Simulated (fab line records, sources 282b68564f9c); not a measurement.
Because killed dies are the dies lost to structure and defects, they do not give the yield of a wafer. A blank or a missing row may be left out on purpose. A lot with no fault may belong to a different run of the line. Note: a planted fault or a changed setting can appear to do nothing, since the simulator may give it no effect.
What tool caused it? :: flow rit_cmos :: Sampling: 14 lots, 42 wafers, 6 of 202 route steps

## WHAT EACH GAUGE READ, for each wafer
RIT_SILICIDE_RS_MEAS_02: uses a four-point probe to measure.
lot: L804
measured: day 3 15:20
on: film_metro-04
SILICIDE_TI_RS (ohm/sq): 46.6 47.4 45.8

lot: L805
measured: day 3 18:52
on: film_metro-03
SILICIDE_TI_RS (ohm/sq): 47.2 48.1 47.8

lot: L806
measured: day 4 01:30
on: film_metro-01
SILICIDE_TI_RS (ohm/sq): 46.2 46.3 46.4

lot: L808
measured: day 4 08:53
on: film_metro-04
SILICIDE_TI_RS (ohm/sq): 47.4 48.3 48.7

lot: L809
measured: day 4 11:11
on: film_metro-03
SILICIDE_TI_RS (ohm/sq): 47.4 48.3 47.1

lot: L810
measured: day 4 19:59
on: film_metro-03
SILICIDE_TI_RS (ohm/sq): 46.9 48.1 47.7

lot: L814
measured: day 5 15:31
on: film_metro-04
SILICIDE_TI_RS (ohm/sq): 43.7 43.7 43.6

lot: L815
measured: day 5 16:22
on: film_metro-01
SILICIDE_TI_RS (ohm/sq): 46.7 47.6 47.0

lot: L816
measured: day 6 00:34
on: film_metro-03
SILICIDE_TI_RS (ohm/sq): 43.6 43.1 43.2

lot: L817
measured: day 6 06:45
on: film_metro-01
SILICIDE_TI_RS (ohm/sq): 48.6 47.3 47.6

lot: L821
measured: day 7 03:55
on: film_metro-04
SILICIDE_TI_RS (ohm/sq): 48.1 48.2 48.6

lot: L823
measured: day 8 02:20
on: film_metro-01
SILICIDE_TI_RS (ohm/sq): 47.9 48.0 47.4

lot: L824
measured: day 8 02:39
on: film_metro-04
SILICIDE_TI_RS (ohm/sq): 47.6 48.5 48.6

lot: L826
measured: day 8 12:41
on: film_metro-04
SILICIDE_TI_RS (ohm/sq): 47.3 48.1 47.6

RIT_SILICIDE_THK_MEAS_03: measures by xrf.
lot: L804
measured: day 3 15:26
on: film_metro-04
SILICIDE_TI_THK (nm): 30.2 29.7 30.7

lot: L805
measured: day 3 18:58
on: film_metro-03
SILICIDE_TI_THK (nm): 29.7 29.1 29.3

lot: L806
measured: day 4 01:37
on: film_metro-01
SILICIDE_TI_THK (nm): 30.2 30.1 29.9

lot: L808
measured: day 4 08:59
on: film_metro-04
SILICIDE_TI_THK (nm): 29.9 29.3 29.1

lot: L809
measured: day 4 11:19
on: film_metro-03
SILICIDE_TI_THK (nm): 29.5 28.9 29.7

lot: L810
measured: day 4 20:06
on: film_metro-03
SILICIDE_TI_THK (nm): 29.8 29.1 29.3

lot: L814
measured: day 5 15:38
on: film_metro-04
SILICIDE_TI_THK (nm): 31.9 31.9 31.8

lot: L815
measured: day 5 16:29
on: film_metro-01
SILICIDE_TI_THK (nm): 29.9 29.5 29.7

lot: L816
measured: day 6 00:41
on: film_metro-03
SILICIDE_TI_THK (nm): 31.5 31.9 31.8

lot: L817
measured: day 6 06:52
on: film_metro-01
SILICIDE_TI_THK (nm): 28.9 29.4 29.3

lot: L821
measured: day 7 04:02
on: film_metro-04
SILICIDE_TI_THK (nm): 29.5 29.4 29.2

lot: L823
measured: day 8 02:27
on: film_metro-01
SILICIDE_TI_THK (nm): 29.1 29.0 29.4

lot: L824
measured: day 8 02:46
on: film_metro-04
SILICIDE_TI_THK (nm): 29.6 29.2 29.2

lot: L826
measured: day 8 12:49
on: film_metro-04
SILICIDE_TI_THK (nm): 29.8 29.3 29.6

RIT_M1_OVL_MEAS_10.
lot: L804
measured: day 3 19:41
on: overlay-02
M1_OVL (nm): -0.5 -1.1 -0.4

lot: L805
measured: day 3 23:04
on: overlay-02
M1_OVL (nm): -2.0 -2.2 -1.5

lot: L806
measured: day 4 05:38
on: overlay-01
M1_OVL (nm): -0.6 0.2 0.2

lot: L808
measured: day 4 13:09
on: overlay-01
M1_OVL (nm): 0.4 -1.0 -0.1

lot: L809
measured: day 4 15:22
on: overlay-01
M1_OVL (nm): 3.4 2.0 0.7

lot: L810
measured: day 5 00:36
on: overlay-01
M1_OVL (nm): -1.4 -4.0 -1.2

lot: L814
measured: day 5 19:37
on: overlay-02
M1_OVL (nm): -0.3 0.4 0.1

lot: L815
measured: day 5 20:37
on: overlay-01
M1_OVL (nm): 1.9 1.5 2.4

lot: L816
measured: day 6 04:46
on: overlay-02
M1_OVL (nm): -0.4 -1.5 -1.4

lot: L817
measured: day 6 10:49
on: overlay-02
M1_OVL (nm): -2.6 -2.7 -2.7

lot: L821
measured: day 7 08:14
on: overlay-01
M1_OVL (nm): -0.8 -0.4 0.3

lot: L823
measured: day 8 06:44
on: overlay-01
M1_OVL (nm): 3.2 0.5 1.5

lot: L824
measured: day 8 07:02
on: overlay-02
M1_OVL (nm): 0.6 -1.4 1.1

lot: L826
measured: day 8 16:46
on: overlay-02
M1_OVL (nm): -1.1 -1.1 -1.0

## WHICH TOOL RAN EACH LOT (tool, then ch and the chambers of the sampled wafers, then the start)
lot: L804
RIT_PWELL_STRIP_09: plasma_asher-01 ch 0,1, day 2 08:12
RIT_PSD_STRIP_09: plasma_asher-02 ch 0,1, day 3 13:59
RIT_SILICIDE_SPUTTER_01: pvd_sputter-02, day 3 15:10

lot: L805
RIT_PWELL_STRIP_09: plasma_asher-02 ch 0, day 2 09:38
RIT_PSD_STRIP_09: plasma_asher-02 ch 0,1, day 3 17:32
RIT_SILICIDE_SPUTTER_01: pvd_sputter-01, day 3 18:41

lot: L806
RIT_PWELL_STRIP_09: plasma_asher-01 ch 1, day 2 17:18
RIT_PSD_STRIP_09: plasma_asher-02 ch 0,1, day 4 00:08
RIT_SILICIDE_SPUTTER_01: pvd_sputter-02, day 4 01:20

lot: L808
RIT_PWELL_STRIP_09: plasma_asher-02 ch 0,1, day 2 23:53
RIT_PSD_STRIP_09: plasma_asher-04 ch 0, day 4 07:34
RIT_SILICIDE_SPUTTER_01: pvd_sputter-04, day 4 08:43

lot: L809
RIT_PWELL_STRIP_09: plasma_asher-03 ch 1, day 3 05:28
RIT_PSD_STRIP_09: plasma_asher-02 ch 0,1, day 4 09:51
RIT_SILICIDE_SPUTTER_01: pvd_sputter-01, day 4 11:02

lot: L810
RIT_PWELL_STRIP_09: plasma_asher-02 ch 0,1, day 3 12:46
RIT_PSD_STRIP_09: plasma_asher-04 ch 0,1, day 4 18:40
RIT_SILICIDE_SPUTTER_01: pvd_sputter-02, day 4 19:50

lot: L814
RIT_PWELL_STRIP_09: plasma_asher-02 ch 0, day 4 08:41
RIT_PSD_STRIP_09: plasma_asher-03 ch 0,1, day 5 14:11
RIT_SILICIDE_SPUTTER_01: pvd_sputter-02, day 5 15:22

lot: L815
RIT_PWELL_STRIP_09: plasma_asher-02 ch 0,1, day 4 11:13
RIT_PSD_STRIP_09: plasma_asher-03 ch 0,1, day 5 15:03
RIT_SILICIDE_SPUTTER_01: pvd_sputter-01, day 5 16:13

lot: L816
RIT_PWELL_STRIP_09: plasma_asher-03 ch 0,1, day 4 18:13
RIT_PSD_STRIP_09: plasma_asher-04 ch 0,1, day 5 23:14
RIT_SILICIDE_SPUTTER_01: pvd_sputter-02, day 6 00:25

lot: L817
RIT_PWELL_STRIP_09: plasma_asher-03 ch 1, day 4 23:16
RIT_PSD_STRIP_09: plasma_asher-04 ch 0,1, day 6 05:23
RIT_SILICIDE_SPUTTER_01: pvd_sputter-01, day 6 06:35

lot: L821
RIT_PWELL_STRIP_09: plasma_asher-03 ch 0,1, day 5 18:36
RIT_PSD_STRIP_09: plasma_asher-02 ch 0,1, day 7 02:35
RIT_SILICIDE_SPUTTER_01: pvd_sputter-01, day 7 03:46

lot: L823
RIT_PWELL_STRIP_09: plasma_asher-03 ch 0,1, day 6 08:23
RIT_PSD_STRIP_09: plasma_asher-03 ch 0,1, day 8 00:59
RIT_SILICIDE_SPUTTER_01: pvd_sputter-01, day 8 02:10

lot: L824
RIT_PWELL_STRIP_09: plasma_asher-02 ch 0,1, day 6 10:38
RIT_PSD_STRIP_09: plasma_asher-04 ch 0,1, day 8 01:17
RIT_SILICIDE_SPUTTER_01: pvd_sputter-04, day 8 02:29

lot: L826
RIT_PWELL_STRIP_09: plasma_asher-02 ch 0,1, day 6 18:46
RIT_PSD_STRIP_09: plasma_asher-03 ch 1, day 8 11:22
RIT_SILICIDE_SPUTTER_01: pvd_sputter-01, day 8 12:32
- RIT_PWELL_STRIP_09: strips in O2, time 180 s.
- RIT_PSD_STRIP_09: strips in O2, time 180 s.
- RIT_SILICIDE_SPUTTER_01: material Ti, target thk 30 nm, time 240 s.

## AS READ BY THE TOOLS THEMSELVES (means over the sampled wafers that have a number; for cases with no such wafer, the mark the record gives instead)
RIT_PWELL_STRIP_09.
lot: L804
tool: plasma_asher-01
drypump_motor_current_A (A): 5.1
rf_refl_power_W (W): 7.3

lot: L805
tool: plasma_asher-02
drypump_motor_current_A (A): 6.5
rf_refl_power_W (W): 8.8

lot: L806
tool: plasma_asher-01
drypump_motor_current_A (A): 5.2
rf_refl_power_W (W): 9.3

lot: L808
tool: plasma_asher-02
drypump_motor_current_A (A): 6.0
rf_refl_power_W (W): 8.1

lot: L809
tool: plasma_asher-03
drypump_motor_current_A (A): 5.7
rf_refl_power_W (W): 8.3

lot: L810
tool: plasma_asher-02
drypump_motor_current_A (A): 5.6
rf_refl_power_W (W): 7.7

lot: L814
tool: plasma_asher-02
drypump_motor_current_A (A): 6.4
rf_refl_power_W (W): 8.7

lot: L815
tool: plasma_asher-02
drypump_motor_current_A (A): 6.0
rf_refl_power_W (W): 8.1

lot: L816
tool: plasma_asher-03
drypump_motor_current_A (A): 6.0
rf_refl_power_W (W): 9.3

lot: L817
tool: plasma_asher-03
drypump_motor_current_A (A): 5.7
rf_refl_power_W (W): 8.4

lot: L821
tool: plasma_asher-03
drypump_motor_current_A (A): 5.8
rf_refl_power_W (W): 8.6

lot: L823
tool: plasma_asher-03
drypump_motor_current_A (A): 5.8
rf_refl_power_W (W): 8.6

lot: L824
tool: plasma_asher-02
drypump_motor_current_A (A): 6.0
rf_refl_power_W (W): 8.2

lot: L826
tool: plasma_asher-02
drypump_motor_current_A (A): 5.6
rf_refl_power_W (W): 7.5

RIT_PSD_STRIP_09.
lot: L804
tool: plasma_asher-02
drypump_motor_current_A (A): 6.0
rf_refl_power_W (W): 8.2

lot: L805
tool: plasma_asher-02
drypump_motor_current_A (A): 5.6
rf_refl_power_W (W): 7.4

lot: L806
tool: plasma_asher-02
drypump_motor_current_A (A): 5.6
rf_refl_power_W (W): 7.8

lot: L808
tool: plasma_asher-04
drypump_motor_current_A (A): 5.8
rf_refl_power_W (W): 5.3

lot: L809
tool: plasma_asher-02
drypump_motor_current_A (A): 5.6
rf_refl_power_W (W): 7.8

lot: L810
tool: plasma_asher-04
drypump_motor_current_A (A): 6.0
rf_refl_power_W (W): 5.3

lot: L814
tool: plasma_asher-03
drypump_motor_current_A (A): 5.8
rf_refl_power_W (W): 8.8

lot: L815
tool: plasma_asher-03
drypump_motor_current_A (A): 5.8
rf_refl_power_W (W): 8.7

lot: L816
tool: plasma_asher-04
drypump_motor_current_A (A): 6.0
rf_refl_power_W (W): 5.4

lot: L817
tool: plasma_asher-04
drypump_motor_current_A (A): 6.0
rf_refl_power_W (W): 5.4

lot: L821
tool: plasma_asher-02
drypump_motor_current_A (A): 5.6
rf_refl_power_W (W): 7.4

lot: L823
tool: plasma_asher-03
drypump_motor_current_A (A): 5.9
rf_refl_power_W (W): 8.9

lot: L824
tool: plasma_asher-04
drypump_motor_current_A (A): 6.2
rf_refl_power_W (W): 5.3

lot: L826
tool: plasma_asher-03
drypump_motor_current_A (A): 5.7
rf_refl_power_W (W): 8.4

RIT_SILICIDE_SPUTTER_01.
lot: L804
tool: pvd_sputter-02
cathode_dc_power_W (W): 350.03
throttle_valve_pct (%): 30.5

lot: L805
tool: pvd_sputter-01
cathode_dc_power_W (W): 349.98
throttle_valve_pct (%): 30.2

lot: L806
tool: pvd_sputter-02
cathode_dc_power_W (W): 349.99
throttle_valve_pct (%): 29.2

lot: L808
tool: pvd_sputter-04
cathode_dc_power_W (W): 350.03
throttle_valve_pct (%): 29.9

lot: L809
tool: pvd_sputter-01
cathode_dc_power_W (W): 349.95
throttle_valve_pct (%): 30.8

lot: L810
tool: pvd_sputter-02
cathode_dc_power_W (W): 349.97
throttle_valve_pct (%): 29.3

lot: L814
tool: pvd_sputter-02
cathode_dc_power_W (W): 349.96
throttle_valve_pct (%): 30.5

lot: L815
tool: pvd_sputter-01
cathode_dc_power_W (W): 349.94
throttle_valve_pct (%): 30.6

lot: L816
tool: pvd_sputter-02
cathode_dc_power_W (W): 350.02
throttle_valve_pct (%): 29.5

lot: L817
tool: pvd_sputter-01
cathode_dc_power_W (W): 350.02
throttle_valve_pct (%): 30.5

lot: L821
tool: pvd_sputter-01
cathode_dc_power_W (W): 350.11
throttle_valve_pct (%): 30.7

lot: L823
tool: pvd_sputter-01
cathode_dc_power_W (W): 349.99
throttle_valve_pct (%): 30.5

lot: L824
tool: pvd_sputter-04
cathode_dc_power_W (W): 349.99
throttle_valve_pct (%): 30.1

lot: L826
tool: pvd_sputter-01
cathode_dc_power_W (W): 349.99
throttle_valve_pct (%): 30.7

## THE ANSWER, worked out from the rows above alone
Rule: what is usual is taken from the lots themselves. The widest of any qualifying gaps counts: lots, ordered by their means at a reading, are off when they make up no more than a third of the lots, leave a main group of 4 or more, and stand apart from it by 3 or more times the standard deviation of that group's means. If all means in a main group match to the digits the tables above print for the reading, that group is not used. Also off: a lot with no number at a reading for which 4 or more lots have one. Any other lot the step has rows for is counted as sound. Order of review: gauges by route order, followed by the tools' own readings, for which a lot's mean as printed above is used. At the first step where some lot is off, the reading lying furthest off is the one used; lots without a number count as furthest.
Off: L814, L816, seen at RIT_SILICIDE_RS_MEAS_02 (SILICIDE_TI_RS). Main group: mean 47.6 ohm/sq, sd 0.59.
A tool fits if, at a process step before that reading, it ran every lot that is off, and no sound lot after the first of them. Gauges at RIT_SILICIDE_RS_MEAS_02: tried the same way as those tools. One candidate fits, namely pvd_sputter-02 at RIT_SILICIDE_SPUTTER_01. Its last sound lot is L810 (day 4 19:50), its first lot that is off L814 (day 5 15:22): a fault that began between those two fits.

## WHAT THE SIMULATOR HAD PUT IN
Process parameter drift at RIT_SILICIDE_SPUTTER_01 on pvd_sputter-02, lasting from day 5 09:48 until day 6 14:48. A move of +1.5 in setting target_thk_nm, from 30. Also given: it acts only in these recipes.
Lots struck among those shown: L814, L816. The rule given above showed the same thing.
